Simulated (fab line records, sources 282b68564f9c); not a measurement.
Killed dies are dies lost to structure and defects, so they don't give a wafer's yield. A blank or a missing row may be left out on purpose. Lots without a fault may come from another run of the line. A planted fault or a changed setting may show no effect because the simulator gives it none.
A struck lot beside a sound one | flow rit_cmos | 43 steps out of a route of 202
Sound: wafers L245.2, L245.4, L245.5. Struck: wafers L257.4, L257.5. (L257.1 of the same lot was not struck and is left out.) The cause comes at the end.
At each step with rows: each side's tool, then ch and its chambers, then its first start. Under that, the readings that differ: sound wafers | struck wafers | difference of the means | sigmas: that difference in standard deviations of wafers without a fault.
alike: readings whose means differ by less than 2 such deviations, and words and numbers that are the same on both sides. not compared: withheld readings, readings that some wafer has no value for, bounds like >300 that may hide the same value, and numbers for which the record gives no deviation and whose values overlap.
The two part at a step that has a row with sigmas, a row that says differs or no value, or rows on one side only. Numbers that don't overlap but have no deviation are shown without sigmas and don't part them. A reading that every wafer of one side lacks parts them only if that side has two wafers or more.

RIT_GATE_THK_MEAS_07:
  sound on film_metro-04, day 2 23:28; struck on film_metro-03, day 5 13:14
  alike: GATE_OXIDE_THK
then, 1 step without rows for these wafers: RIT_GATE_CVD_08 (deposits poly-Si from SiH4, target thk 250 nm, time 2220 s).
RIT_GATE_THK_MEAS_09:
  sound on film_metro-04, day 3 01:29; struck on film_metro-03, day 5 14:55
  alike: GATE_POLY_THK
then, 6 steps without rows for these wafers: RIT_GATE_HMDS_10 (prime time 60 s); RIT_GATE_COAT_11 (resist thk 850 nm); RIT_GATE_SOFTBAKE_12 (time 60 s); RIT_GATE_EXPOSE_13 (exposes mask M6, target cd 150 nm); RIT_GATE_PEB_14; RIT_GATE_DEVELOP_15 (develop time 50 s).
RIT_GATE_CD_MEAS_16: target cd 150 nm.
  sound on cd_sem-01, day 3 02:24; struck on cd_sem-02, day 5 15:49
  reading    | sound             | struck      | difference | sigmas
  cd_nm (nm) | 145.7 146.9 144.8 | 153.3 152.3 | +7.0       | +3
RIT_GATE_OVL_MEAS_17:
  sound on overlay-01, day 3 02:30; struck on overlay-02, day 5 15:56
  alike: GATE_OVL
then, 1 step without rows for these wafers: RIT_GATE_HARDBAKE_18 (time 60 s).
RIT_GATE_ETCH_19: etches poly-Si in SF6/CHF3/O2, stops on SiO2, time 165 s, target depth 312.5 nm.
  sound on rie_si-02 ch 0,1,2, day 3 02:41; struck on rie_si-02 ch 0, day 5 16:07
  alike: chamber_pressure_mTorr, drypump_motor_current_A, oes_product_au, throttle_valve_pct
  not compared: rf_hours_counter_h
RIT_GATE_STRIP_20: strips in O2, time 180 s.
  sound on plasma_asher-01 ch 0, day 3 02:47; struck on plasma_asher-01 ch 0, day 5 16:14
  alike: chamber_pressure_mTorr, drypump_motor_current_A
  not compared: rf_hours_counter_h
RIT_GATE_CD_MEAS_90: target cd 150 nm.
  sound on cd_sem-01, day 3 02:59; struck on cd_sem-02, day 5 16:25
  reading    | sound             | struck      | difference | sigmas
  cd_nm (nm) | 145.4 146.0 144.6 | 153.2 152.2 | +7.4       | +3
then, 4 steps without rows for these wafers: RIT_REOX_CLEAN_00 (cleans in SC1, time 600 s); RIT_REOX_CLEAN_01 (cleans in dHF, time 30 s); RIT_REOX_CLEAN_02 (cleans in SC2, time 600 s); RIT_REOX_OXIDATION_03 (target thk 25.2 nm, ox time 5580 s).
RIT_REOX_THK_MEAS_04:
  sound on film_metro-03, day 3 06:49; struck on film_metro-03, day 5 19:26
  alike: REOX_OXIDE_THK
then, 6 steps without rows for these wafers: RIT_NLDD_HMDS_00 (prime time 60 s); RIT_NLDD_COAT_01 (resist thk 1000 nm); RIT_NLDD_SOFTBAKE_02 (time 60 s); RIT_NLDD_EXPOSE_03 (exposes mask M7, target cd 40700 nm); RIT_NLDD_PEB_04; RIT_NLDD_DEVELOP_05 (develop time 50 s).
RIT_NLDD_OVL_MEAS_06:
  sound on overlay-02, day 3 07:51; struck on overlay-02, day 5 20:21
  alike: NLDD_OVL
then, 2 steps without rows for these wafers: RIT_NLDD_HARDBAKE_07 (time 60 s); RIT_NLDD_IMPLANT_08.
RIT_NLDD_STRIP_09: strips in O2, time 180 s.
  sound on plasma_asher-03 ch 0,1, day 3 08:11; struck on plasma_asher-02 ch 1, day 5 20:41
  alike: chamber_pressure_mTorr, drypump_motor_current_A
  not compared: rf_hours_counter_h
RIT_NLDD_TW_MEAS_10:
  sound on film_metro-01, day 3 08:22; struck on film_metro-03, day 5 20:52
  alike: NLDD_TW
then, 6 steps without rows for these wafers: RIT_PLDD_HMDS_00 (prime time 60 s); RIT_PLDD_COAT_01 (resist thk 1000 nm); RIT_PLDD_SOFTBAKE_02 (time 60 s); RIT_PLDD_EXPOSE_03 (exposes mask M8, target cd 40900 nm); RIT_PLDD_PEB_04; RIT_PLDD_DEVELOP_05 (develop time 51.09 s).
RIT_PLDD_OVL_MEAS_06:
  sound on overlay-01, day 3 09:31; struck on overlay-01, day 5 21:46
  alike: PLDD_OVL
then, 2 steps without rows for these wafers: RIT_PLDD_HARDBAKE_07 (time 60 s); RIT_PLDD_IMPLANT_08.
RIT_PLDD_STRIP_09: strips in O2, time 180 s.
  sound on plasma_asher-01 ch 0,1, day 3 09:51; struck on plasma_asher-02 ch 0,1, day 5 22:07
  alike: chamber_pressure_mTorr, drypump_motor_current_A
  not compared: rf_hours_counter_h
RIT_PLDD_TW_MEAS_10:
  sound on film_metro-01, day 3 10:02; struck on film_metro-03, day 5 22:17
  reading | sound          | struck    | difference | sigmas
  PLDD_TW | 2293 2289 2299 | 2362 2349 | +62        | +2
RIT_M1_PROBE_99:
  sound on prober-02, day 4 00:00; struck on prober-02, day 6 13:07
  reading             | sound  | struck | difference | sigmas
  killed_at_front_end | 10 7 6 | 18 14  | +8         | +3
  killed_dies         | 10 7 6 | 18 14  | +8         | +3
  alike: killed_at_contacts, killed_open, killed_short

WHERE THEY PART
First at RIT_GATE_CD_MEAS_16; last, within this record, at RIT_M1_PROBE_99.

WHY: what the simulator had put in
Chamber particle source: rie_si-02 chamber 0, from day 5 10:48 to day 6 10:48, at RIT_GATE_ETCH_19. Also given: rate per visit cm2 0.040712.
